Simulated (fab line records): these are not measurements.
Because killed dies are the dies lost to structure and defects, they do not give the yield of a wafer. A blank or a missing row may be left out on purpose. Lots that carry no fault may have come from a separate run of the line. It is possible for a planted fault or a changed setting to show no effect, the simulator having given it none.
The same fault as seen by 2 desks | flow berkeley_cmos170 | numbers are kept per desk, each desk with only its own; the story behind them comes last

== DESK OF THE TOOL OWNER: litho_track-02 ==
The tool's own readings at UCB170_PWELL_DEVELOP_12 (develop time 45 s): means of the sampled wafers that have a number, for each lot that ran on this tool. Marked OUT: a lot whose mean sits more than 4 standard deviations from the usual mean, which makes it out of limits; the brackets give that distance.
Columns: A = developer_temp_C at UCB170_PWELL_DEVELOP_12, usual 21.01 C
lot  | first seen here | A
L889 | day 3 07:00     | 20.95
L890 | day 3 08:00     | 21.13
L891 | day 3 15:00     | 21.17
L898 | day 5 04:00     | 23.14 (+18) OUT
L899 | day 5 09:00     | 22.98 (+16) OUT
This desk's finding: out of limits on L898, L899; first on L898, day 5 04:00 (developer_temp_C at UCB170_PWELL_DEVELOP_12). L889, L890, L891 stayed within limits.

== THE METROLOGY DESK ==
Lot by lot, what the gauges showed, no matter which tool ran the lot: averages of those sampled wafers that carry a number. Marked OUT: a lot whose mean sits more than 4 standard deviations from the usual mean, which makes it out of limits; the brackets give that distance.
Columns: A = cd_nm at UCB170_ACTIVE_CD_MEAS_90, usual 1200.5 nm; B = GATE_OVL at UCB170_GATE_OVL_MEAS_13, usual 0 nm
lot  | first seen here | A      | B
L889 | day 4 16:43     | 1199.9 | -0
L890 | day 4 16:57     | 1201.0 | -11
L891 | day 5 00:00     | 1200.8 | 0
L893 | day 5 00:13     | 1201.7 | -2
L892 | day 5 00:20     | 1199.8 | 1
L895 | day 5 07:32     | 1201.8 | 0
L898 | day 6 11:14     | 1201.2 | 18
L903 | day 6 20:11     | 1200.0 | -3
L899 | day 6 21:08     | 1198.9 | 3
L904 | day 7 03:51     | 1200.2 | 5
L906 | day 7 16:38     | 1199.0 | 4
L909 | day 9 01:28     | 1199.9 | 4
L910 | day 9 01:43     | 1199.2 | -5
L911 | day 9 02:36     | 1201.8 | 2
This desk found nothing out of limits on any of the 14 lots.

== TAKEN TOGETHER ==
On L898, L899, at day 5 04:00, an alarm was possible from the tool owner's desk.
From the metrology desk's view, nothing was out of limits.
The metrology desk holds a record of L898, L899, inside its limits.
UCB170_PWELL_DEVELOP_12 was run on litho_track-02 by each of the lots named.

== WHAT THE SIMULATOR HAD INSERTED ==
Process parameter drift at UCB170_PWELL_DEVELOP_12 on litho_track-02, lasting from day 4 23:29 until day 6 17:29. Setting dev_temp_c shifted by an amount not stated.
Shown lots that were struck: L898, L899.
Each desk's first reading out of limits, in hours after the fault started: the tool owner's desk, 5.
